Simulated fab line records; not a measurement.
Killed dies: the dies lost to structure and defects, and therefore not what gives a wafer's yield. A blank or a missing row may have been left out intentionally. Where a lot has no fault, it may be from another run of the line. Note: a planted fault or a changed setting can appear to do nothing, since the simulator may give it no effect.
Shared-tool check	flow berkeleyCmos170	13 lots and 39 wafers in the sample

## WHY THIS WAS OPENED
UCB170_CONTACT_THK_MEAS_02, reading CONTACT_PSG_THK: flagged on 2 of 13 lots. Fault-free wafers read 702 nm, with a standard deviation of 6.8.
Rule: a lot is flagged in two cases, either no wafer of it has a number, or all its wafers with numbers fall more than 4 standard deviations from that mean. The rest of the lots are taken to be sound.

lot	measured	on	CONTACT_PSG_THK (nm), wafer by wafer	flag
L973	day 8 11:44	filmMetro-02	684 688 685	
L971	day 8 13:11	filmMetro-02	696 697 695	
L972	day 8 13:14	filmMetro-02	696 699 697	
L974	day 8 13:19	filmMetro-02	703 708 696	
L975	day 8 17:27	filmMetro-02	710 710 703	
L976	day 9 11:42	filmMetro-02	700 699 701	
L981	day 10 02:21	filmMetro-02	755 753 752	FLAGGED
L987	day 11 01:46	filmMetro-01	754 757 754	FLAGGED
L986	day 11 01:56	filmMetro-04	699 707 701	
L985	day 11 03:43	filmMetro-02	695 699 694	
L993	day 12 05:46	filmMetro-04	712 704 705	
L991	day 12 05:47	filmMetro-02	700 707 705	
L994	day 12 10:54	filmMetro-04	704 706 700	
The numbers of the flagged lots are 754 nm on average: +52 nm against the usual, or +8 standard deviations.

## TOOL THAT RAN EACH LOT
The record holds 1 process step before the reading, out of a route of 331 steps. Each cell gives the tool, then ch followed by the chambers the sampled wafers passed through, then the start.
lot	flag	UCB170_CONTACT_CVD_01
L973		lpcvd-02 ch 0, day 8 09:04
L971		lpcvd-01 ch 0, day 8 10:30
L972		lpcvd-01 ch 1, day 8 10:30
L974		lpcvd-01 ch 0, day 8 10:30
L975		lpcvd-01 ch 1, day 8 14:46
L976		lpcvd-02 ch 1, day 9 09:54
L981	FLAGGED	lpcvd-01 ch 0, day 10 00:32
L987	FLAGGED	lpcvd-01 ch 1, day 10 23:58
L986		lpcvd-02 ch 0, day 11 00:09
L985		lpcvd-02 ch 1, day 11 01:56
L993		lpcvd-02 ch 1, day 12 03:05
L991		lpcvd-02 ch 0, day 12 03:05
L994		lpcvd-02 ch 1, day 12 09:07
What these steps do:
- UCB170_CONTACT_CVD_01: deposits PSG from SiH4/O2/PH3, target thk 700 nm, time 2820 s.
- UCB170_CONTACT_THK_MEAS_02

## FLAGGED AGAINST TOTAL, ONE TOOL AT A TIME (gauges that did the reading follow at the end)
step	tool	lots run	flagged	share of the flagged lots	sound lots run after its first flagged lot
UCB170_CONTACT_CVD_01	lpcvd-01	6	2	all	0
UCB170_CONTACT_CVD_01	lpcvd-02	7	0	none	-
UCB170_CONTACT_THK_MEAS_02	filmMetro-01	1	1	some	0
UCB170_CONTACT_THK_MEAS_02	filmMetro-02	9	1	some	2 (L985,L991)
UCB170_CONTACT_THK_MEAS_02	filmMetro-04	3	0	none	-

## WHAT THE TABLE PERMITS
Rows of the table that ran each flagged lot: 1, that is lpcvd-01 at UCB170_CONTACT_CVD_01.
- lpcvd-01 at UCB170_CONTACT_CVD_01: 2 of its 6 lots flagged. A fault beginning between L975 (day 8 14:46), its last sound lot, and L981 (day 10 00:32), its first flagged one, fits the data.
Just one tool remains: lpcvd-01 at UCB170_CONTACT_CVD_01.

## WHAT THE SIMULATOR HAD PUT IN
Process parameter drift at UCB170_CONTACT_CVD_01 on lpcvd-01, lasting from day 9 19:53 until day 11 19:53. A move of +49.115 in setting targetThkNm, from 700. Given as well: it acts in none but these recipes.
Lots struck among those shown: L981, L987. The rule given above showed the same thing.
